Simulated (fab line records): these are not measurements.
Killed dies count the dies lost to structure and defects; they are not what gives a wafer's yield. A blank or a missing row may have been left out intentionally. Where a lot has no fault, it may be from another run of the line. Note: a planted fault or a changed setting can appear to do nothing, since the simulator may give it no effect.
A lot that was struck, set against a sound lot :: flow berkeley cmos170 :: 16 steps out of a route of 331
Sound: these wafers, L759.1, L759.3, L759.6. Wafers L774.1, L774.3, L774.4 were the ones struck. The cause is given at the end.
Per side, at each step with rows, come the tool, then ch with its chambers, and then its first start. Under that, the readings that differ: sound wafers :: struck wafers :: difference of the means :: sigmas: that difference in standard deviations of wafers without a fault.
alike: same words and numbers on both sides, and readings whose means sit less than 2 such deviations apart. not compared: any withheld reading, any reading some wafer has no value for, any bound like >300 that may hide the same value, and any number with overlapping values for which the record gives no deviation.
A row with sigmas, a row that says differs or no value, or rows on one side alone: a step with any of these is where the two part. Non-overlapping numbers with no deviation appear without sigmas and do not part them. A reading missing from all wafers of one side parts the sides only when that side holds two or more wafers.

first, 1 step without rows for these wafers: UCB170_NWELL_OXIDATION_01 (target thk 26.4 nm, ox time 1260 s).
UCB170_NWELL_THK_MEAS_02:
  sound on film metro-04 at day 2 22:15; struck on film metro-04 at day 6 01:33
  alike: NWELL_OXIDE_THK
then, 2 steps without rows for these wafers: UCB170_NWELL_ANNEAL_03 (time 900 s); UCB170_NWELL_CVD_04 (deposits Si3N4 from SiH2Cl2/NH3, target thk 224 nm, time 3360 s).
UCB170_NWELL_THK_MEAS_05:
  sound on film metro-04 at day 3 05:41; struck on film metro-04 at day 6 08:17
  alike: NWELL_NITRIDE_THK
then, 6 steps without rows for these wafers: UCB170_NWELL_HMDS_06 (prime time 60 s); UCB170_NWELL_COAT_07 (resist thk 900 nm); UCB170_NWELL_SOFTBAKE_08 (time 60 s); UCB170_NWELL_EXPOSE_09 (exposes mask NWELL, target cd 3000 nm); UCB170_NWELL_PEB_10; UCB170_NWELL_DEVELOP_11 (develop time 45 s).
UCB170_NWELL_OVL_MEAS_12:
  sound on overlay-01 at day 3 06:49; struck on overlay-01 at day 6 09:11
  alike: NWELL_OVL
UCB170_NWELL_ETCH_13: etches Si3N4 in CH3F/Ar/O2, stops on SiO2, target depth 246.4 nm, time 154 s.
  sound on rie diel-03 ch 0,1,3, day 3 06:52; struck on rie diel-01 ch 1,3, day 6 09:17
  no value came back on the struck wafers for any of 5 readings (CH3F_flow_sccm (sccm), O2_flow_sccm (sccm) and others); on the sound wafers CH3F_flow_sccm (sccm) reads 20.00 20.03 19.96
reading: model.KrF_of_NWELL_COAT_07.thk nm (nm)
sound: 722.9 722.3 722.9
struck: 886.6 886 887.4
difference: +164.0
sigmas: 
  not compared: rf hours counter h
then, 1 step without rows for these wafers: UCB170_NWELL_IMPLANT_14.
UCB170_NWELL_STRIP_15: strips in O2.
  sound on plasma asher-04 ch 0,1, day 3 07:07; struck on plasma asher-01 ch 0,1, day 6 09:32
reading: drypump motor current A (A)
sound: 6.5 6.5 6.5
struck: 4.7 4.7 6.0
difference: -1.4
sigmas: -2

reading: oes product au (a.u.)
sound: 0.725 0.714 0.711
struck: 0.738 0.740 0.731
difference: +0.020
sigmas: +4

reading: strip time to endpoint s (s)
sound: 18.06 18.04 18.05
struck: 21.65 21.63 21.67
difference: +3.60
sigmas: +47
  not compared: rf hours counter h
UCB170_NWELL_TW_MEAS_16:
  sound on film metro-01 at day 3 07:13; struck on film metro-01 at day 6 09:38
  alike: NWELL_TW

## WHERE THEY PART
At UCB170_NWELL_ETCH_13 first; at UCB170_NWELL_STRIP_15 last (within this record only). Later steps at which nothing parts them and some readings are alike: UCB170_NWELL_TW_MEAS_16.

WHY: whatever the simulator had introduced
Skipped step whole: rie diel-01, from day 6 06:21 on, at UCB170_NWELL_ETCH_13. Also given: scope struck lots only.
